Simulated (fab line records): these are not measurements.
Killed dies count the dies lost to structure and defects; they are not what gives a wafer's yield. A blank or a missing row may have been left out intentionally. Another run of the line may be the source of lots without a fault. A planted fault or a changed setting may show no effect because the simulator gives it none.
The tool behind it: which one? :: flow berkeley cmos170 :: 42 wafers from 14 lots sampled at 3 of the route's 331 steps

## WHAT THE GAUGES SHOWED, per wafer
UCB170_PWELL_THK_MEAS_03. Usual: PWELL_OXIDE_THK typically reads 26.3 nm, with standard deviation 0.64.
lot: L563
measured: day 3 03:34
on: film metro-03
PWELL_OXIDE_THK (nm): 26.7 26.4 26.1
flag: 

lot: L566
measured: day 3 20:02
on: film metro-01
PWELL_OXIDE_THK (nm): 26.1 26.6 26.0
flag: 

lot: L567
measured: day 4 02:08
on: film metro-03
PWELL_OXIDE_THK (nm): 25.4 25.5 25.4
flag: 

lot: L568
measured: day 4 02:08
on: film metro-02
PWELL_OXIDE_THK (nm): 26.7 26.8 26.3
flag: 

lot: L570
measured: day 4 08:24
on: film metro-01
PWELL_OXIDE_THK (nm): 27.3 27.7 28.4
flag: 

lot: L572
measured: day 4 18:26
on: film metro-01
PWELL_OXIDE_THK (nm): 26.5 26.5 26.7
flag: 

lot: L577
measured: day 6 02:24
on: film metro-01
PWELL_OXIDE_THK (nm): 24.9 25.2 24.8
flag: 

lot: L579
measured: day 6 12:24
on: film metro-01
PWELL_OXIDE_THK (nm): 25.9 25.7 26.0
flag: 

lot: L580
measured: day 6 12:24
on: film metro-02
PWELL_OXIDE_THK (nm): 26.6 26.3 26.4
flag: 

lot: L581
measured: day 7 01:13
on: film metro-02
PWELL_OXIDE_THK (nm): 25.5 25.5 25.7
flag: 

lot: L583
measured: day 7 08:31
on: film metro-02
PWELL_OXIDE_THK (nm): 26.4 26.8 26.5
flag: 

lot: L584
measured: day 7 08:35
on: film metro-02
PWELL_OXIDE_THK (nm): 26.3 26.5 26.1
flag: 

lot: L585
measured: day 7 15:28
on: film metro-02
PWELL_OXIDE_THK (nm): 26.8 26.8 26.8
flag: 

lot: L586
measured: day 7 15:28
on: film metro-03
PWELL_OXIDE_THK (nm): 26.5 27.0 27.2
flag: 

## WHICH TOOL RAN EACH LOT (tool, then ch and the chambers of the sampled wafers, then the start)
lot: L563
UCB170_ZERO_STRIP_07: plasma asher-02 ch 0,1, day 1 22:37
UCB170_NWELL_WET_ETCH_00: wet bench-03 ch 3, day 1 22:44

lot: L566
UCB170_ZERO_STRIP_07: plasma asher-03 ch 0,1, day 2 13:07
UCB170_NWELL_WET_ETCH_00: wet bench-02 ch 2, day 2 13:13

lot: L567
UCB170_ZERO_STRIP_07: plasma asher-03 ch 1, day 2 22:04
UCB170_NWELL_WET_ETCH_00: wet bench-02 ch 0, day 2 22:10

lot: L568
UCB170_ZERO_STRIP_07: plasma asher-04 ch 0,1, day 2 22:24
UCB170_NWELL_WET_ETCH_00: wet bench-01 ch 3, day 2 22:30

lot: L570
UCB170_ZERO_STRIP_07: plasma asher-04 ch 0,1, day 3 07:35
UCB170_NWELL_WET_ETCH_00: wet bench-02 ch 2, day 3 07:41

lot: L572
UCB170_ZERO_STRIP_07: plasma asher-02 ch 0,1, day 3 18:28
UCB170_NWELL_WET_ETCH_00: wet bench-02 ch 2, day 3 18:34

lot: L577
UCB170_ZERO_STRIP_07: plasma asher-03 ch 0,1, day 5 02:11
UCB170_NWELL_WET_ETCH_00: wet bench-01 ch 1, day 5 02:15

lot: L579
UCB170_ZERO_STRIP_07: plasma asher-03 ch 0, day 5 06:50
UCB170_NWELL_WET_ETCH_00: wet bench-01 ch 3, day 5 08:56

lot: L580
UCB170_ZERO_STRIP_07: plasma asher-02 ch 0,1, day 5 12:17
UCB170_NWELL_WET_ETCH_00: wet bench-01 ch 2, day 5 12:23

lot: L581
UCB170_ZERO_STRIP_07: plasma asher-04 ch 0,1, day 5 20:20
UCB170_NWELL_WET_ETCH_00: wet bench-03 ch 3, day 5 20:50

lot: L583
UCB170_ZERO_STRIP_07: plasma asher-02 ch 0,1, day 6 03:40
UCB170_NWELL_WET_ETCH_00: wet bench-02 ch 1, day 6 06:45

lot: L584
UCB170_ZERO_STRIP_07: plasma asher-04 ch 0,1, day 6 03:54
UCB170_NWELL_WET_ETCH_00: wet bench-02 ch 3, day 6 06:45

lot: L585
UCB170_ZERO_STRIP_07: plasma asher-02 ch 0,1, day 6 12:18
UCB170_NWELL_WET_ETCH_00: wet bench-03 ch 1, day 6 14:28

lot: L586
UCB170_ZERO_STRIP_07: plasma asher-03 ch 0,1, day 6 17:29
UCB170_NWELL_WET_ETCH_00: wet bench-01 ch 0, day 6 17:35
- UCB170_ZERO_STRIP_07: strips in O2.
- UCB170_NWELL_WET_ETCH_00: etches SiO2 in dHF, time 200 s.

## AS READ BY THE TOOLS THEMSELVES (means over the sampled wafers that have a number; for cases with no such wafer, the mark the record gives instead)
UCB170_ZERO_STRIP_07. Usual: drypump motor current A 5.6 A, standard deviation 0.35; oes product au 0.728 a.u., standard deviation 0.004; strip time to endpoint s 21.49 s, standard deviation 0.061.
lot: L563
tool: plasma asher-02
drypump motor current A (A): 5.4
oes product au (a.u.): 0.727
strip time to endpoint s (s): 21.50
flag: 

lot: L566
tool: plasma asher-03
drypump motor current A (A): 5.9
oes product au (a.u.): 0.727
strip time to endpoint s (s): 21.47
flag: 

lot: L567
tool: plasma asher-03
drypump motor current A (A): 6.1
oes product au (a.u.): 0.726
strip time to endpoint s (s): 21.41
flag: 

lot: L568
tool: plasma asher-04
drypump motor current A (A): 5.7
oes product au (a.u.): 0.728
strip time to endpoint s (s): 21.49
flag: 

lot: L570
tool: plasma asher-04
drypump motor current A (A): 5.4
oes product au (a.u.): 0.725
strip time to endpoint s (s): 21.51
flag: 

lot: L572
tool: plasma asher-02
drypump motor current A (A): 5.4
oes product au (a.u.): 0.728
strip time to endpoint s (s): 21.56
flag: 

lot: L577
tool: plasma asher-03
drypump motor current A (A): 5.9
oes product au (a.u.): 0.727
strip time to endpoint s (s): 21.45
flag: 

lot: L579
tool: plasma asher-03
drypump motor current A (A): 5.5
oes product au (a.u.): 0.731
strip time to endpoint s (s): 21.53
flag: 

lot: L580
tool: plasma asher-02
drypump motor current A (A): 5.5
oes product au (a.u.): 0.725
strip time to endpoint s (s): 21.48
flag: 

lot: L581
tool: plasma asher-04
drypump motor current A (A): 5.7
oes product au (a.u.): 0.730
strip time to endpoint s (s): 21.50
flag: 

lot: L583
tool: plasma asher-02
drypump motor current A (A): 5.5
oes product au (a.u.): 0.726
strip time to endpoint s (s): 21.53
flag: 

lot: L584
tool: plasma asher-04
drypump motor current A (A): 5.4
oes product au (a.u.): 0.730
strip time to endpoint s (s): 21.58
flag: 

lot: L585
tool: plasma asher-02
drypump motor current A (A): 5.5
oes product au (a.u.): 0.728
strip time to endpoint s (s): 21.55
flag: 

lot: L586
tool: plasma asher-03
drypump motor current A (A): 5.6
oes product au (a.u.): 0.732
strip time to endpoint s (s): 21.47
flag: 

UCB170_NWELL_WET_ETCH_00. Usual: bath heat duty pct 6.3 %, standard deviation 0.79; run length s 228 s, standard deviation 3.6.
lot: L563
tool: wet bench-03
bath heat duty pct (%): 5.2
run length s (s): 231
flag: 

lot: L566
tool: wet bench-02
bath heat duty pct (%): 6.8
run length s (s): 225
flag: 

lot: L567
tool: wet bench-02
bath heat duty pct (%): 6.5
run length s (s): 234
flag: 

lot: L568
tool: wet bench-01
bath heat duty pct (%): -
run length s (s): -
flag: OFF

lot: L570
tool: wet bench-02
bath heat duty pct (%): -
run length s (s): -
flag: OFF

lot: L572
tool: wet bench-02
bath heat duty pct (%): 6.6
run length s (s): 226
flag: 

lot: L577
tool: wet bench-01
bath heat duty pct (%): 7.0
run length s (s): 227
flag: 

lot: L579
tool: wet bench-01
bath heat duty pct (%): 6.2
run length s (s): 232
flag: 

lot: L580
tool: wet bench-01
bath heat duty pct (%): 5.9
run length s (s): 225
flag: 

lot: L581
tool: wet bench-03
bath heat duty pct (%): 5.3
run length s (s): 224
flag: 

lot: L583
tool: wet bench-02
bath heat duty pct (%): 5.8
run length s (s): 225
flag: 

lot: L584
tool: wet bench-02
bath heat duty pct (%): 7.1
run length s (s): 227
flag: 

lot: L585
tool: wet bench-03
bath heat duty pct (%): 7.1
run length s (s): 232
flag: 

lot: L586
tool: wet bench-01
bath heat duty pct (%): 6.8
run length s (s): 235
flag: 

## THE ANSWER, worked out from the rows above alone
Rule: take the mean of a lot's wafers that have a number; if it is more than 3 standard deviations from the usual mean, the lot is off. A lot without any number at a reading at which 4 lots or more have one is off too. All remaining lots with rows at the step are treated as sound. The gauges are gone through in route order, then the tools' own readings, and for those a lot's mean is taken as printed above. The first step at which some lot is off is used, and at that step the reading that is off furthest; a lot without a number counts as furthest.
Off: L568, L570, at UCB170_NWELL_WET_ETCH_00 (bath heat duty pct). Without a number there: L568, L570.
If a tool, at that step or one of the process steps before it, ran each lot that is off and ran no sound lot following the first of them, it fits. Of those tried, none fits.

## WHAT THE SIMULATOR PUT IN
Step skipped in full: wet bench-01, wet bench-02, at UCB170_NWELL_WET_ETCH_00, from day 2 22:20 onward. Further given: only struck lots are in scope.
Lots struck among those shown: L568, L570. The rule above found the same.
